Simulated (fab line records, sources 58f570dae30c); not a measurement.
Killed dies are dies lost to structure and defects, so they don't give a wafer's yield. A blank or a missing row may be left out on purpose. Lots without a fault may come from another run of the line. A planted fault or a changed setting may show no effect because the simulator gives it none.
Which tool did it? | flow berkeley_cmos170 | 14 lots, 42 wafers sampled, at 5 steps of a route of 331

WHAT THE GAUGES READ, wafer by wafer
UCB170_V1_CD_MEAS_12: target cd 700 nm. Usual: cd_nm 699.9 nm, standard deviation 1.2.
lot  | measured     | on        | cd_nm (nm)        | flag
L270 | day 8 01:01  | cd_sem-02 | 699.9 699.6 700.1 |
L271 | day 7 20:40  | cd_sem-02 | 699.0 699.9 698.7 |
L274 | day 8 13:12  | cd_sem-02 | 700.9 700.0 699.0 |
L273 | day 8 10:49  | cd_sem-01 | 699.5 700.7 700.2 |
L276 | day 9 03:06  | cd_sem-02 | 700.7 701.7 699.9 |
L279 | day 9 22:04  | cd_sem-02 | 698.9 698.4 698.4 |
L282 | day 10 01:05 | cd_sem-02 | 698.0 700.0 699.7 |
L281 | day 10 00:26 | cd_sem-01 | 701.6 700.4 699.8 |
L283 | day 9 22:25  | cd_sem-02 | 698.8 699.1 699.4 |
L285 | day 10 15:05 | cd_sem-01 | 699.3 700.0 699.0 |
L288 | day 10 19:43 | cd_sem-02 | 687.8 688.5 689.4 | OFF
L286 | day 10 15:14 | cd_sem-02 | 700.6 699.4 700.0 |
L292 | day 11 11:25 | cd_sem-01 | 701.6 703.3 701.9 |
L291 | day 11 19:14 | cd_sem-01 | 692.4 691.9 693.4 | OFF

UCB170_V2_CD_MEAS_12: target cd 700 nm. Usual: cd_nm 699.9 nm, standard deviation 1.3.
lot  | measured     | on        | cd_nm (nm)        | flag
L270 | day 8 08:02  | cd_sem-01 | 702.6 702.5 701.8 |
L271 | day 8 02:31  | cd_sem-01 | 699.8 701.9 700.2 |
L274 | day 8 18:51  | cd_sem-02 | 701.4 702.2 700.7 |
L273 | day 8 16:39  | cd_sem-01 | 699.1 699.9 699.8 |
L276 | day 9 09:40  | cd_sem-02 | 698.2 699.4 698.0 |
L279 | day 10 04:19 | cd_sem-02 | 700.7 699.4 699.3 |
L282 | day 10 07:46 | cd_sem-01 | 702.0 701.4 702.2 |
L281 | day 10 07:11 | cd_sem-02 | 700.1 699.2 701.0 |
L283 | day 10 04:35 | cd_sem-02 | 697.9 697.5 699.0 |
L285 | day 10 20:47 | cd_sem-02 | 698.1 699.9 698.7 |
L288 | day 11 00:44 | cd_sem-02 | 698.8 699.4 698.2 |
L286 | day 10 21:08 | cd_sem-01 | 698.2 698.3 699.3 |
L292 | day 11 16:20 | cd_sem-02 | 699.2 698.7 698.6 |
L291 | day 12 01:55 | cd_sem-02 | 699.6 700.4 701.4 |

WHICH TOOL RAN EACH LOT (tool, then ch and the chambers of the sampled wafers, then the start)
lot  | UCB170_GATE_STRIP_16                 | UCB170_CONTACT_STRIP_06              | UCB170_V1_SOFTBAKE_08
L270 | plasma_asher-01 ch 0,1, day 6 18:07  | plasma_asher-01 ch 0,1, day 7 12:22  | litho_track-04 ch 0, day 8 00:11
L271 | plasma_asher-04 ch 0,1, day 6 18:23  | plasma_asher-03 ch 0,1, day 7 10:35  | litho_track-01 ch 0, day 7 19:27
L274 | plasma_asher-01 ch 0,1, day 7 04:17  | plasma_asher-04 ch 0,1, day 8 02:08  | litho_track-01 ch 0, day 8 12:32
L273 | plasma_asher-04 ch 0,1, day 7 04:25  | plasma_asher-04 ch 0, day 7 23:46    | litho_track-01 ch 0, day 8 10:16
L276 | plasma_asher-02 ch 1, day 7 14:59    | plasma_asher-03 ch 1, day 8 13:39    | litho_track-01 ch 0, day 9 01:47
L279 | plasma_asher-01 ch 0,1, day 8 16:15  | plasma_asher-01 ch 0,1, day 9 11:08  | litho_track-04 ch 0, day 9 20:49
L282 | plasma_asher-04 ch 0,1, day 8 16:18  | plasma_asher-03 ch 0,1, day 9 13:08  | litho_track-04 ch 0, day 9 23:53
L281 | plasma_asher-04 ch 0,1, day 8 16:32  | plasma_asher-04 ch 0,1, day 9 13:02  | litho_track-01 ch 0, day 9 23:47
L283 | plasma_asher-04 ch 0,1, day 8 16:52  | plasma_asher-03 ch 1, day 9 12:59    | litho_track-04 ch 0, day 9 21:16
L285 | plasma_asher-04 ch 0,1, day 9 05:32  | plasma_asher-03 ch 0,1, day 10 01:44 | litho_track-01 ch 0, day 10 14:32
L288 | plasma_asher-04 ch 0,1, day 9 08:44  | plasma_asher-04 ch 0,1, day 10 04:02 | litho_track-01 ch 0, day 10 18:56
L286 | plasma_asher-02 ch 0,1, day 9 09:02  | plasma_asher-01 ch 0,1, day 10 02:55 | litho_track-04 ch 0, day 10 14:35
L292 | plasma_asher-01 ch 0,1, day 10 09:37 | plasma_asher-03 ch 0,1, day 11 01:23 | litho_track-04 ch 0, day 11 10:26
L291 | plasma_asher-01 ch 0,1, day 10 10:01 | plasma_asher-01 ch 0,1, day 11 06:25 | litho_track-01 ch 0, day 11 18:42
- UCB170_GATE_STRIP_16: strips in O2.
- UCB170_CONTACT_STRIP_06: strips in O2.
- UCB170_V1_SOFTBAKE_08: time 60 s.

WHAT THE TOOLS THEMSELVES READ (means of the sampled wafers that have a number; where no wafer has one, the mark that the record gives instead)
UCB170_GATE_STRIP_16. Usual: drypump_motor_current_A 6.1 A, standard deviation 0.59; oes_product_au 0.725 a.u., standard deviation 0.0045.
lot  | tool            | drypump_motor_current_A (A) | oes_product_au (a.u.) | flag
L270 | plasma_asher-01 | 6.2                         | 0.723                 |
L271 | plasma_asher-04 | 5.7                         | 0.723                 |
L274 | plasma_asher-01 | 6.2                         | 0.725                 |
L273 | plasma_asher-04 | 6.1                         | 0.723                 |
L276 | plasma_asher-02 | 5.2                         | 0.722                 |
L279 | plasma_asher-01 | 6.3                         | 0.726                 |
L282 | plasma_asher-04 | 6.1                         | 0.722                 |
L281 | plasma_asher-04 | 6.1                         | 0.728                 |
L283 | plasma_asher-04 | 6.1                         | 0.725                 |
L285 | plasma_asher-04 | 6.1                         | 0.728                 |
L288 | plasma_asher-04 | 5.7                         | 0.723                 |
L286 | plasma_asher-02 | 6.3                         | 0.723                 |
L292 | plasma_asher-01 | 6.2                         | 0.722                 |
L291 | plasma_asher-01 | 6.4                         | 0.721                 |

UCB170_CONTACT_STRIP_06. Usual: drypump_motor_current_A 6.0 A, standard deviation 0.45; oes_product_au 0.735 a.u., standard deviation 0.0046; strip_time_to_endpoint_s 21.98 s, standard deviation 0.061.
lot  | tool            | drypump_motor_current_A (A) | oes_product_au (a.u.) | strip_time_to_endpoint_s (s) | flag
L270 | plasma_asher-01 | 6.2                         | 0.734                 | 22.05                        |
L271 | plasma_asher-03 | 5.9                         | 0.731                 | 22.04                        |
L274 | plasma_asher-04 | 5.7                         | 0.737                 | 22.09                        |
L273 | plasma_asher-04 | 6.5                         | 0.738                 | 22.00                        |
L276 | plasma_asher-03 | 5.8                         | 0.737                 | 21.99                        |
L279 | plasma_asher-01 | 6.4                         | 0.730                 | 21.95                        |
L282 | plasma_asher-03 | 5.9                         | 0.734                 | 21.91                        |
L281 | plasma_asher-04 | 5.7                         | 0.738                 | 22.00                        |
L283 | plasma_asher-03 | 5.8                         | 0.737                 | 22.01                        |
L285 | plasma_asher-03 | 5.9                         | 0.737                 | 22.03                        |
L288 | plasma_asher-04 | 5.7                         | 0.736                 | 22.02                        |
L286 | plasma_asher-01 | 6.2                         | 0.734                 | 21.97                        |
L292 | plasma_asher-03 | 5.9                         | 0.734                 | 22.04                        |
L291 | plasma_asher-01 | 6.3                         | 0.736                 | 22.00                        |

UCB170_V1_SOFTBAKE_08. Usual: heater_power_total_W 56.80 W, standard deviation 0.049; plate_temp_C 130.00 C, standard deviation 0.14.
lot  | tool           | heater_power_total_W (W) | plate_temp_C (C) | flag
L270 | litho_track-04 | 56.81                    | 130.16           |
L271 | litho_track-01 | 56.77                    | 129.94           |
L274 | litho_track-01 | 56.78                    | 130.16           |
L273 | litho_track-01 | 56.83                    | 129.81           |
L276 | litho_track-01 | 56.77                    | 130.05           |
L279 | litho_track-04 | 56.77                    | 129.91           |
L282 | litho_track-04 | 56.84                    | 129.90           |
L281 | litho_track-01 | 56.80                    | 130.03           |
L283 | litho_track-04 | 56.77                    | 130.01           |
L285 | litho_track-01 | 56.78                    | 130.05           |
L288 | litho_track-01 | 54.32                    | 125.64           | OFF
L286 | litho_track-04 | 56.82                    | 130.10           |
L292 | litho_track-04 | 56.76                    | 129.85           |
L291 | litho_track-01 | 54.34                    | 125.68           | OFF

THE ANSWER, worked out from the rows above alone
Rule: a lot is off if the mean of its wafers that have a number lies more than 3 standard deviations from the usual mean. A lot without any number at a reading at which 4 lots or more have one is off too. The other lots that the step has rows for count as sound. The gauges are gone through in route order, then the tools' own readings, and for those a lot's mean is taken as printed above. The first step at which some lot is off is used, and at that step the reading that is off furthest; a lot without a number counts as furthest.
Off: L288, L291, at UCB170_V1_CD_MEAS_12 (cd_nm).
A tool fits if, at a process step before that reading, it ran every lot that is off, and no sound lot after the first of them. The gauges at UCB170_V1_CD_MEAS_12 aren't tried: what is off there is off at UCB170_V1_SOFTBAKE_08 too, on other tools, and a gauge's error can't cause that. One fits: litho_track-01 at UCB170_V1_SOFTBAKE_08. Its last sound lot is L285 (day 10 14:32), its first lot that is off L288 (day 10 18:56): a fault that began between those two fits.
The tool's own readings at UCB170_V1_SOFTBAKE_08 bear it out: on the lots that are off they differ by more than 5 times the standard deviation of the sound lots' means. heater_power_total_W reads 54.33 W there against 56.79 W on the sound lots; plate_temp_C reads 125.66 C there against 130.00 C on the sound lots.

WHAT THE SIMULATOR HAD PUT IN
Process parameter drift: litho_track-01, from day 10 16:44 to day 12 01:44, at UCB170_V1_SOFTBAKE_08. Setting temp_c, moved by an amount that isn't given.
Lots struck among those shown: L288, L291. The rule above found the same.
